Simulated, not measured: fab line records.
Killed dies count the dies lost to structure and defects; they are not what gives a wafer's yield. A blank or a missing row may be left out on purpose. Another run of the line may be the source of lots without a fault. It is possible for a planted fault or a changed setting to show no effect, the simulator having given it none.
Which of the tools did it? || flow ritCmos || 45 wafers from 15 lots sampled at 4 of the route's 202 steps

== WHAT THE GAUGES SHOWED, per wafer ==
RIT_PWELL_OVL_MEAS_06. Usual: PWELL_OVL typically reads -0.5 nm, with standard deviation 1.2.
{"lot": "L634", "measured": "day 2 15:26", "on": "overlay-01", "PWELL_OVL (nm)": "-0.5 -1.4 -1.0", "flag": ""}
{"lot": "L635", "measured": "day 2 18:59", "on": "overlay-02", "PWELL_OVL (nm)": "0.4 0.4 1.9", "flag": ""}
{"lot": "L636", "measured": "day 2 23:46", "on": "overlay-01", "PWELL_OVL (nm)": "-1.2 0.1 0.3", "flag": ""}
{"lot": "L637", "measured": "day 3 02:50", "on": "overlay-01", "PWELL_OVL (nm)": "-2.4 -1.7 -1.5", "flag": ""}
{"lot": "L638", "measured": "day 3 08:38", "on": "overlay-01", "PWELL_OVL (nm)": "-1.7 -1.4 -2.2", "flag": ""}
{"lot": "L641", "measured": "day 4 11:56", "on": "overlay-01", "PWELL_OVL (nm)": "1.8 0.3 2.8", "flag": ""}
{"lot": "L642", "measured": "day 4 11:44", "on": "overlay-01", "PWELL_OVL (nm)": "0.5 -1.8 -2.0", "flag": ""}
{"lot": "L644", "measured": "day 5 00:56", "on": "overlay-01", "PWELL_OVL (nm)": "-1.0 0.8 -0.2", "flag": ""}
{"lot": "L645", "measured": "day 5 01:16", "on": "overlay-01", "PWELL_OVL (nm)": "0.7 0.2 0.3", "flag": ""}
{"lot": "L646", "measured": "day 5 04:56", "on": "overlay-01", "PWELL_OVL (nm)": "-1.2 1.6 0.3", "flag": ""}
{"lot": "L650", "measured": "day 5 23:20", "on": "overlay-01", "PWELL_OVL (nm)": "240.1 241.1 242.0 241.5 241.7 242.9", "flag": "OFF"}
{"lot": "L652", "measured": "day 6 05:23", "on": "overlay-01", "PWELL_OVL (nm)": "240.6 239.9 239.6 240.5 240.7 240.3", "flag": "OFF"}
{"lot": "L653", "measured": "day 6 10:40", "on": "overlay-02", "PWELL_OVL (nm)": "-0.9 -1.5 1.0", "flag": ""}
{"lot": "L654", "measured": "day 6 14:19", "on": "overlay-02", "PWELL_OVL (nm)": "238.9 241.1 238.3 240.0 241.7 239.4", "flag": "OFF"}
{"lot": "L655", "measured": "day 6 18:37", "on": "overlay-02", "PWELL_OVL (nm)": "-1.5 -0.9 -0.1", "flag": ""}

RIT_WELLDRIVE_RS_MEAS_02: measures by four-point-probe. Usual: PWELL_RS typically reads 429.3 ohm/sq, with standard deviation 1.1.
{"lot": "L634", "measured": "day 2 22:04", "on": "filmMetro-03", "PWELL_RS (ohm/sq)": "429.4 428.8 428.8", "flag": ""}
{"lot": "L635", "measured": "day 3 01:19", "on": "filmMetro-04", "PWELL_RS (ohm/sq)": "428.2 427.9 428.6", "flag": ""}
{"lot": "L636", "measured": "day 3 06:28", "on": "filmMetro-04", "PWELL_RS (ohm/sq)": "429.4 428.5 429.4", "flag": ""}
{"lot": "L637", "measured": "day 3 13:19", "on": "filmMetro-04", "PWELL_RS (ohm/sq)": "429.6 429.0 429.4", "flag": ""}
{"lot": "L638", "measured": "day 4 01:32", "on": "filmMetro-01", "PWELL_RS (ohm/sq)": "427.6 427.1 430.3", "flag": ""}
{"lot": "L641", "measured": "day 4 21:40", "on": "filmMetro-01", "PWELL_RS (ohm/sq)": "429.3 430.2 430.3", "flag": ""}
{"lot": "L642", "measured": "day 4 21:41", "on": "filmMetro-04", "PWELL_RS (ohm/sq)": "428.4 429.4 430.3", "flag": ""}
{"lot": "L644", "measured": "day 5 06:56", "on": "filmMetro-04", "PWELL_RS (ohm/sq)": "430.3 430.7 431.4", "flag": ""}
{"lot": "L645", "measured": "day 5 09:37", "on": "filmMetro-01", "PWELL_RS (ohm/sq)": "427.9 429.0 428.5", "flag": ""}
{"lot": "L646", "measured": "day 5 16:35", "on": "filmMetro-04", "PWELL_RS (ohm/sq)": "431.1 431.6 430.8", "flag": ""}
{"lot": "L653", "measured": "day 6 17:10", "on": "filmMetro-01", "PWELL_RS (ohm/sq)": "429.1 429.2 429.1", "flag": ""}
{"lot": "L655", "measured": "day 7 00:54", "on": "filmMetro-04", "PWELL_RS (ohm/sq)": "428.7 429.3 428.0", "flag": ""}

== WHAT TOOL EACH LOT RAN ON (gives the tool, then ch and the chambers of the sampled wafers, and finally the start) ==
{"lot": "L634", "RIT_ACTIVE_ETCH_13": "rieDiel-02 ch 2,3, day 2 03:08", "RIT_PWELL_EXPOSE_03": "ilineStepper-01 ch 0, day 2 15:03"}
{"lot": "L635", "RIT_ACTIVE_ETCH_13": "rieDiel-03 ch 1,3, day 2 07:16", "RIT_PWELL_EXPOSE_03": "ilineStepper-02 ch 0, day 2 18:33"}
{"lot": "L636", "RIT_ACTIVE_ETCH_13": "rieDiel-04 ch 0,3, day 2 13:12", "RIT_PWELL_EXPOSE_03": "ilineStepper-01 ch 0, day 2 23:14"}
{"lot": "L637", "RIT_ACTIVE_ETCH_13": "rieDiel-02 ch 0,1,3, day 2 16:54", "RIT_PWELL_EXPOSE_03": "ilineStepper-01 ch 0, day 3 02:26"}
{"lot": "L638", "RIT_ACTIVE_ETCH_13": "rieDiel-02 ch 0,1,3, day 2 21:25", "RIT_PWELL_EXPOSE_03": "ilineStepper-01 ch 0, day 3 08:14"}
{"lot": "L641", "RIT_ACTIVE_ETCH_13": "rieDiel-04 ch 1,2,3, day 3 23:03", "RIT_PWELL_EXPOSE_03": "ilineStepper-02 ch 0, day 4 11:25"}
{"lot": "L642", "RIT_ACTIVE_ETCH_13": "rieDiel-03 ch 2,3, day 3 23:10", "RIT_PWELL_EXPOSE_03": "ilineStepper-02 ch 0, day 4 11:20"}
{"lot": "L644", "RIT_ACTIVE_ETCH_13": "rieDiel-04 ch 0,3, day 4 08:02", "RIT_PWELL_EXPOSE_03": "ilineStepper-02 ch 0, day 5 00:11"}
{"lot": "L645", "RIT_ACTIVE_ETCH_13": "rieDiel-03 ch 0,2,3, day 4 08:16", "RIT_PWELL_EXPOSE_03": "ilineStepper-01 ch 0, day 5 00:46"}
{"lot": "L646", "RIT_ACTIVE_ETCH_13": "rieDiel-02 ch 0,3, day 4 16:40", "RIT_PWELL_EXPOSE_03": "ilineStepper-02 ch 0, day 5 04:31"}
{"lot": "L650", "RIT_ACTIVE_ETCH_13": "rieDiel-02 ch 0,1, day 5 14:03", "RIT_PWELL_EXPOSE_03": "ilineStepper-01 ch 0, day 5 22:54"}
{"lot": "L652", "RIT_ACTIVE_ETCH_13": "rieDiel-02 ch 1,2,3, day 5 20:41", "RIT_PWELL_EXPOSE_03": "ilineStepper-01 ch 0, day 6 04:41"}
{"lot": "L653", "RIT_ACTIVE_ETCH_13": "rieDiel-04 ch 0,3, day 6 00:08", "RIT_PWELL_EXPOSE_03": "ilineStepper-02 ch 0, day 6 10:14"}
{"lot": "L654", "RIT_ACTIVE_ETCH_13": "rieDiel-02 ch 0,1, day 6 05:59", "RIT_PWELL_EXPOSE_03": "ilineStepper-01 ch 0, day 6 13:41"}
{"lot": "L655", "RIT_ACTIVE_ETCH_13": "rieDiel-04 ch 0,1, day 6 10:40", "RIT_PWELL_EXPOSE_03": "ilineStepper-02 ch 0, day 6 18:11"}
- RIT_ACTIVE_ETCH_13: etches Si3N4 in SF6, stops on SiO2, time 210 s, target depth 210 nm.
- RIT_PWELL_EXPOSE_03: exposes mask M3, target cd 43700 nm.

== AS READ BY THE TOOLS THEMSELVES (means over the sampled wafers that have a number; for cases with no such wafer, the mark the record gives instead) ==
RIT_ACTIVE_ETCH_13. Usual: drypumpMotorCurrentA 5.8 A, standard deviation 0.56; oesProductAu 0.822 a.u., standard deviation 0.018; throttleValvePct 7.54 %, standard deviation 0.13.
{"lot": "L634", "tool": "rieDiel-02", "drypumpMotorCurrentA (A)": 6.3, "oesProductAu (a.u.)": 0.843, "throttleValvePct (%)": 7.46, "flag": ""}
{"lot": "L635", "tool": "rieDiel-03", "drypumpMotorCurrentA (A)": 5.0, "oesProductAu (a.u.)": 0.807, "throttleValvePct (%)": 7.51, "flag": ""}
{"lot": "L636", "tool": "rieDiel-04", "drypumpMotorCurrentA (A)": 6.0, "oesProductAu (a.u.)": 0.817, "throttleValvePct (%)": 7.62, "flag": ""}
{"lot": "L637", "tool": "rieDiel-02", "drypumpMotorCurrentA (A)": 5.9, "oesProductAu (a.u.)": 0.821, "throttleValvePct (%)": 7.50, "flag": ""}
{"lot": "L638", "tool": "rieDiel-02", "drypumpMotorCurrentA (A)": 5.9, "oesProductAu (a.u.)": 0.831, "throttleValvePct (%)": 7.50, "flag": ""}
{"lot": "L641", "tool": "rieDiel-04", "drypumpMotorCurrentA (A)": 5.8, "oesProductAu (a.u.)": 0.801, "throttleValvePct (%)": 7.56, "flag": ""}
{"lot": "L642", "tool": "rieDiel-03", "drypumpMotorCurrentA (A)": 5.3, "oesProductAu (a.u.)": 0.804, "throttleValvePct (%)": 7.59, "flag": ""}
{"lot": "L644", "tool": "rieDiel-04", "drypumpMotorCurrentA (A)": 6.0, "oesProductAu (a.u.)": 0.809, "throttleValvePct (%)": 7.63, "flag": ""}
{"lot": "L645", "tool": "rieDiel-03", "drypumpMotorCurrentA (A)": 5.1, "oesProductAu (a.u.)": 0.805, "throttleValvePct (%)": 7.53, "flag": ""}
{"lot": "L646", "tool": "rieDiel-02", "drypumpMotorCurrentA (A)": 6.4, "oesProductAu (a.u.)": 0.840, "throttleValvePct (%)": 7.51, "flag": ""}
{"lot": "L650", "tool": "rieDiel-02", "drypumpMotorCurrentA (A)": 5.6, "oesProductAu (a.u.)": 0.841, "throttleValvePct (%)": 7.41, "flag": ""}
{"lot": "L652", "tool": "rieDiel-02", "drypumpMotorCurrentA (A)": 6.0, "oesProductAu (a.u.)": 0.836, "throttleValvePct (%)": 7.52, "flag": ""}
{"lot": "L653", "tool": "rieDiel-04", "drypumpMotorCurrentA (A)": 6.1, "oesProductAu (a.u.)": 0.817, "throttleValvePct (%)": 7.68, "flag": ""}
{"lot": "L654", "tool": "rieDiel-02", "drypumpMotorCurrentA (A)": 5.6, "oesProductAu (a.u.)": 0.844, "throttleValvePct (%)": 7.40, "flag": ""}
{"lot": "L655", "tool": "rieDiel-04", "drypumpMotorCurrentA (A)": 6.1, "oesProductAu (a.u.)": 0.819, "throttleValvePct (%)": 7.66, "flag": ""}

RIT_PWELL_EXPOSE_03. Usual: 250.07 for exposureDoseMJCm2, sd 0.27.
{"lot": "L634", "tool": "ilineStepper-01", "exposureDoseMJCm2": 250.16, "flag": ""}
{"lot": "L635", "tool": "ilineStepper-02", "exposureDoseMJCm2": 250.19, "flag": ""}
{"lot": "L636", "tool": "ilineStepper-01", "exposureDoseMJCm2": 249.88, "flag": ""}
{"lot": "L637", "tool": "ilineStepper-01", "exposureDoseMJCm2": 249.83, "flag": ""}
{"lot": "L638", "tool": "ilineStepper-01", "exposureDoseMJCm2": 250.13, "flag": ""}
{"lot": "L641", "tool": "ilineStepper-02", "exposureDoseMJCm2": 250.33, "flag": ""}
{"lot": "L642", "tool": "ilineStepper-02", "exposureDoseMJCm2": 249.58, "flag": ""}
{"lot": "L644", "tool": "ilineStepper-02", "exposureDoseMJCm2": 250.21, "flag": ""}
{"lot": "L645", "tool": "ilineStepper-01", "exposureDoseMJCm2": 249.71, "flag": ""}
{"lot": "L646", "tool": "ilineStepper-02", "exposureDoseMJCm2": 250.12, "flag": ""}
{"lot": "L650", "tool": "ilineStepper-01", "exposureDoseMJCm2": 249.67, "flag": ""}
{"lot": "L652", "tool": "ilineStepper-01", "exposureDoseMJCm2": 249.90, "flag": ""}
{"lot": "L653", "tool": "ilineStepper-02", "exposureDoseMJCm2": 250.18, "flag": ""}
{"lot": "L654", "tool": "ilineStepper-01", "exposureDoseMJCm2": 250.38, "flag": ""}
{"lot": "L655", "tool": "ilineStepper-02", "exposureDoseMJCm2": 250.10, "flag": ""}

== THE ANSWER, worked out from the rows above alone ==
Rule: a lot counts as off when the mean over its wafers that have a number is more than 3 standard deviations away from the usual mean. A lot without any number at a reading at which 4 lots or more have one is off too. Where the step has rows for the other lots, those lots are counted as sound. First the gauges in route order, then the tools' own readings, where a lot's mean is used as printed above. The first step at which some lot is off is used, and at that step the reading that is off furthest; a lot without a number counts as furthest.
Off: L650, L652, L654, seen at RIT_PWELL_OVL_MEAS_06 (PWELL_OVL).
If a tool, at a process step before that reading, ran all the lots that are off and no sound lot after the first of them, it fits. The gauges at RIT_PWELL_OVL_MEAS_06 are tried like those tools. 2 tools fit, rieDiel-02 at RIT_ACTIVE_ETCH_13 and ilineStepper-01 at RIT_PWELL_EXPOSE_03, so this cannot tell which one it is.

== WHAT THE SIMULATOR PUT IN ==
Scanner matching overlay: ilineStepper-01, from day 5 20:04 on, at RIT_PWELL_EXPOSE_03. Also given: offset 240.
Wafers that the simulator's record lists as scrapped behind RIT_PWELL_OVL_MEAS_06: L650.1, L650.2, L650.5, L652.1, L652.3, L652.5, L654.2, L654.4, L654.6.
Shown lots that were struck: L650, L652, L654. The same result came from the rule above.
